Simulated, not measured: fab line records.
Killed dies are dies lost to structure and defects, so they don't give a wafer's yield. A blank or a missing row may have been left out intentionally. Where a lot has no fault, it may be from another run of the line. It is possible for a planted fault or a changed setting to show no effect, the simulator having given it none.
Split-lot experiment / flow berkeley cmos170 / 23 wafers read across 5 lots, on a route 331 steps long

== THE SPLIT ITSELF ==
At UCB170_M3_EXPOSE_12 (exposes mask METAL3, target cd 700 nm), the setting dose mj was moved away from the recipe's 26 on 8 of the 23 wafers read, by -7.2% to -2.7%. All remaining wafers had this setting at the recipe value.

== FROM THE SPLIT TO THE READING: what the file shows between them, 6 steps ==
- UCB170_M3_PEB_13
- UCB170_M3_DEVELOP_14: develop time 45 s
- UCB170_M3_CD_MEAS_15: target cd 700 nm
- UCB170_M3_ETCH_17: etches BARC in N2/H2
- UCB170_M3_METAL_ETCH_18: etches Al in Cl2/BCl3, stops on SiO2, target depth 1170 nm, time 195 s (also split here: over etch frac)
- UCB170_M3_STRIP_19: strips in O2

== THE READING ==
Shown in nm: cd nm at UCB170_M3_CD_MEAS_90, with target cd 700 nm. Typical for fault-free wafers on this fab line: 700 nm, with standard deviation 4.7 nm.

wafer=L074.1; tool, chamber at the split=krf scanner-01, 0; dose mj as run=25; against the recipe=-3.8%; cd nm, nm=701; against lot-mates on the recipe=+5
wafer=L074.2; tool, chamber at the split=krf scanner-01, 0; dose mj as run=25; against the recipe=-3.8%; cd nm, nm=702; against lot-mates on the recipe=+6
wafer=L074.3; tool, chamber at the split=krf scanner-01, 0; dose mj as run=26; against the recipe=recipe; cd nm, nm=697; against lot-mates on the recipe=-
wafer=L074.4; tool, chamber at the split=krf scanner-01, 0; dose mj as run=26; against the recipe=recipe; cd nm, nm=695; against lot-mates on the recipe=-
wafer=L074.5; tool, chamber at the split=krf scanner-01, 0; dose mj as run=26; against the recipe=recipe; cd nm, nm=695; against lot-mates on the recipe=-
wafer=L076.2; tool, chamber at the split=krf scanner-01, 0; dose mj as run=26; against the recipe=recipe; cd nm, nm=704; against lot-mates on the recipe=-
wafer=L076.3; tool, chamber at the split=krf scanner-01, 0; dose mj as run=26; against the recipe=recipe; cd nm, nm=697; against lot-mates on the recipe=-
wafer=L076.4; tool, chamber at the split=krf scanner-01, 0; dose mj as run=26; against the recipe=recipe; cd nm, nm=705; against lot-mates on the recipe=-
wafer=L076.5; tool, chamber at the split=krf scanner-01, 0; dose mj as run=26; against the recipe=recipe; cd nm, nm=705; against lot-mates on the recipe=-
wafer=L076.6; tool, chamber at the split=krf scanner-01, 0; dose mj as run=26; against the recipe=recipe; cd nm, nm=694; against lot-mates on the recipe=-
wafer=L080.1; tool, chamber at the split=krf scanner-01, 0; dose mj as run=25.29; against the recipe=-2.7%; cd nm, nm=713; against lot-mates on the recipe=+8
wafer=L080.2; tool, chamber at the split=krf scanner-01, 0; dose mj as run=25.29; against the recipe=-2.7%; cd nm, nm=710; against lot-mates on the recipe=+5
wafer=L080.3; tool, chamber at the split=krf scanner-01, 0; dose mj as run=26; against the recipe=recipe; cd nm, nm=703; against lot-mates on the recipe=-
wafer=L080.4; tool, chamber at the split=krf scanner-01, 0; dose mj as run=26; against the recipe=recipe; cd nm, nm=707; against lot-mates on the recipe=-
wafer=L080.5; tool, chamber at the split=krf scanner-01, 0; dose mj as run=25.29; against the recipe=-2.7%; cd nm, nm=709; against lot-mates on the recipe=+4
wafer=L077.1; tool, chamber at the split=krf scanner-01, 0; dose mj as run=26; against the recipe=recipe; cd nm, nm=699; against lot-mates on the recipe=-
wafer=L077.2; tool, chamber at the split=krf scanner-01, 0; dose mj as run=24.14; against the recipe=-7.2%; cd nm, nm=714; against lot-mates on the recipe=+16
wafer=L077.4; tool, chamber at the split=krf scanner-01, 0; dose mj as run=24.14; against the recipe=-7.2%; cd nm, nm=713; against lot-mates on the recipe=+14
wafer=L077.5; tool, chamber at the split=krf scanner-01, 0; dose mj as run=26; against the recipe=recipe; cd nm, nm=698; against lot-mates on the recipe=-
wafer=L077.6; tool, chamber at the split=krf scanner-01, 0; dose mj as run=24.14; against the recipe=-7.2%; cd nm, nm=715; against lot-mates on the recipe=+16
wafer=L083.2; tool, chamber at the split=krf scanner-02, 0; dose mj as run=26; against the recipe=recipe; cd nm, nm=696; against lot-mates on the recipe=-
wafer=L083.4; tool, chamber at the split=krf scanner-02, 0; dose mj as run=26; against the recipe=recipe; cd nm, nm=692; against lot-mates on the recipe=-
wafer=L083.5; tool, chamber at the split=krf scanner-02, 0; dose mj as run=26; against the recipe=recipe; cd nm, nm=696; against lot-mates on the recipe=-

FIT RESULTS
A straight line over all 23 wafers: cd nm changes by -2.08 nm for each +1% of dose mj; r = -0.75; the points scatter about the line by 4.8 nm.
The same after taking each lot's own level away (the mean of its wafers on the recipe; 23 wafers): -2.08 nm for each +1%; r = -0.90; scatter 2.7 nm.
That fit puts the effect of the largest move of dose mj on the reading at 15 nm.
From 694.7 to 705.0 nm: that is the span of the lots' own levels, equal to 2.2 times the standard deviation above.
So the lot-to-lot level blurs the effect unless lot-mates are compared.
Check: with one of the wafers moved furthest among these (-7.2%) left out of the fit, the line predicts +14.6 nm for it against its lot-mates. Against them it came out at +15.5 nm.

== OTHER SPLITS ON THESE WAFERS ==
Other splits were also applied to these wafers ahead of the reading. Each is held against what the fit with the lots' levels taken away leaves over:
other split on the same wafers=UCB170_M3_METAL_ETCH_18 over etch frac; wafers away from the commonest value=2; r with cd nm (lot level and that fit taken away)=-0.28

== THE WHOLE CHAIN: every reading that the file lists as answering this split, in the file's order ==
step=UCB170_M3_CD_MEAS_15; what it does=target cd 700 nm; reading=cd nm; change (the file's fit)=-1.73 nm for each +1% of the setting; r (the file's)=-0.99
step=UCB170_M3_ETCH_17; what it does=etches BARC in N2/H2; reading=M3.cd nm (the simulator's own value, which no gauge read); change (the file's fit)=-1.72 nm for each +1% of the setting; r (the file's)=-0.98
step=UCB170_M3_METAL_ETCH_18; what it does=etches Al in Cl2/BCl3, stops on SiO2, target depth 1170 nm, time 195 s; reading=M3.cd nm (the simulator's own value, which no gauge read); change (the file's fit)=-2.06 nm for each +1% of the setting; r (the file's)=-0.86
step=UCB170_M3_CD_MEAS_90; what it does=target cd 700 nm; reading=cd nm; change (the file's fit)=-2.04 nm for each +1% of the setting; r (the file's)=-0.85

== FILE'S OWN FIT ==
cd nm changes by -2.04 nm for each +1% of dose mj, r = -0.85.
